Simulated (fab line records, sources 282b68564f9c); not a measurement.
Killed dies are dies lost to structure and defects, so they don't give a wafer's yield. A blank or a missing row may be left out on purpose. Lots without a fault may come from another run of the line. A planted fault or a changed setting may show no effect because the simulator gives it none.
Chamber matching | flow rit_cmos | RIT_CONTACT_ETCH_11 on rie_diel-03: 3 sister chambers
The step etches SiO2 in CHF3/CF4/Ar, stops on TiSi2, target depth 480 nm, time 320 s. 14 wafers are shown with their chamber, then 4 later ones without.

WAFERS WITH THEIR CHAMBER
wafer  | chamber | throttle_valve_pct (%) | oes_product_au (a.u.) | rf_fwd_power_W (W)
L692.1 | 0       | 8.66                   | 0.975                 | 206.0
L692.3 | 2       | 8.97                   | 0.995                 | 206.6
L692.6 | 2       | 8.95                   | 0.991                 | 206.2
L693.1 | 2       | 8.97                   | 0.993                 | 207.1
L693.2 | 1       | 9.10                   | 1.008                 | 205.4
L693.6 | 2       | 8.95                   | 0.995                 | 205.8
L695.1 | 2       | 8.96                   | 0.994                 | 206.1
L695.4 | 0       | 8.66                   | 0.979                 | 205.8
L695.6 | 0       | 8.65                   | 0.977                 | 206.0
L699.1 | 0       | 8.65                   | 0.976                 | 206.0
L699.2 | 2       | 8.95                   | 0.989                 | 207.0
L699.4 | 1       | 9.10                   | 1.015                 | 205.6
L705.1 | 2       | 8.96                   | 1.003                 | 206.4
L705.2 | 0       | 8.67                   | 0.977                 | 206.2

SIGNATURES (means of the wafers above)
reading            | chamber 0 | chamber 1 | chamber 2 | scatter within a chamber
throttle_valve_pct | 8.6580    | 9.1000    | 8.9586    | 0.00834
oes_product_au     | 0.97680   | 1.01150   | 0.99429   | 0.0037
rf_fwd_power_W     | 206.000   | 205.500   | 206.457   | 0.364
Rule: a wafer's distance from a chamber is the root of the sum, over the readings, of the square of ((its reading less the chamber's mean) divided by the reading's scatter). The wafer belongs to the nearest chamber; if the next one is less than 2 further off, it can't be placed. The scatter: the root of (the sum of the squares of (reading less its chamber's mean) over the shown wafers, divided by (wafers less chambers)).

WAFERS WITHOUT THEIR CHAMBER
wafer  | throttle_valve_pct (%) | oes_product_au (a.u.) | rf_fwd_power_W (W)
L711.1 | 8.64                   | 0.974                 | 206.3
L711.2 | 8.97                   | 0.994                 | 206.7
L712.2 | 8.94                   | 0.991                 | 206.2
L712.6 | 8.97                   | 0.984                 | 206.9

WHICH CHAMBER EACH WENT THROUGH
wafer  | from the rows above | in truth
L711.1 | 0                   | 0
L711.2 | 2                   | 2
L712.2 | 2                   | 2
L712.6 | 2                   | 2
Placed correctly: 4 of 4. Can't be placed from these rows: 0. Placed wrongly: 0.
